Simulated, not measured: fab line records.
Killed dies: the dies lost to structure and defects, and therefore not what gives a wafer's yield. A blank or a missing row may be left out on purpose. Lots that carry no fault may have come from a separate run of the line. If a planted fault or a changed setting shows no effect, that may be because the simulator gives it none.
Code-filled problem report in 8D (eight disciplines) form | flow rit-cmos | the parts of the form that need people (team, actions taken, sign-off) are left out

== 1. THE PROBLEM ==
Wafers without a fault read 1000.2 nm, standard deviation 2; cd-nm at RIT_CONTACT_CD_MEAS_08 reads a mean of 986.9 nm on 6 wafers belonging to 2 lots. Measured from the usual mean, that is -6.7 standard deviations.
The step: target cd 1000 nm.
The first sign was on wafer L335.1 at day 4 11:19, on cd-sem-02. The record holds 42 wafers of 14 lots with a number at this step. By rule, "out" or "out of limits" means more than 4 standard deviations away from the usual mean. Any other wafer with a number is counted as sound.

== 2. WHAT IT IS; WHAT IT IS NOT ==
question                    | is                     | is not
which readings at this step | cd-nm                  | -
which lots                  | L335, L338             | L329, L330, L331, L332, L336, L343, L347, L348, L349, L350, L351, L352
which wafers of those lots  | all that have a number | -
read on which gauges        | cd-sem-02              | cd-sem-01
when                        | from day 4 11:19       | up to then (12 sound wafers); but 24 sound wafers of L336, L343, L347, L348, L349, L350, L351, L352 came after

== 3. SUSPECTS, AND WHAT RULES EACH OUT ==
Counting: a tool at a process step up to the reading stays a suspect if it ran every lot that is out and no sound lot after the first of them.
- the gauge at RIT_CONTACT_CD_MEAS_08 has been ruled out. All the wafers that are out were read on cd-sem-02, but those of them that RIT_CONTACT_DEVELOP_07 has rows for are out there too, on other tools.
- litho-track-01 at RIT_CONTACT_DEVELOP_07 (develop time 120 s): ruled out as a lasting fault. Following L335 (day 4 11:00), the first lot on it that is out, the sound lots L352 were run on it.
Left after counting: nothing in the record.

== 4. THE CAUSE (what the simulator had put in) ==
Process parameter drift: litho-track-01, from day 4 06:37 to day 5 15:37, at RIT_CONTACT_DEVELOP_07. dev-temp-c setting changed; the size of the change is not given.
Counting ruled it out, wrongly: the rule takes a fault to strike every lot that its tool runs from its start on, and this one did not.

== 5. THE EFFECT CHAIN, in route order ==
One row per reading whose mean, taken over the struck wafers that have a number, lies over 3 standard deviations from the usual. Only readings for which the record gives a usual standard deviation are gone through. hours: the time from each lot's start at the first step in this table that gives one to its start at this step, as a median over the lots. sigmas: the change in usual standard deviations.
hours | step                   | reading          | usual     | on struck wafers | change | sigmas
0     | RIT_CONTACT_DEVELOP_07 | developer-temp-C | 23.00 C   | 25.30            | +2.30  | +26
1     | RIT_CONTACT_CD_MEAS_08 | cd-nm            | 1000.2 nm | 986.9            | -13.4  | -6.7
Process steps it contains:
- RIT_CONTACT_DEVELOP_07: develop time 120 s.

== 6. HOW IT WOULD HAVE BEEN CAUGHT EARLIER ==
The first out-of-limits reading at a measuring or inspecting step in this record came at day 4 11:19, 5 hours after the fault's start at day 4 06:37.
Tool's own readings at RIT_CONTACT_DEVELOP_07, developer-temp-C: out on all struck wafers the step has rows for; an alarm limit on them would have tripped on the first.
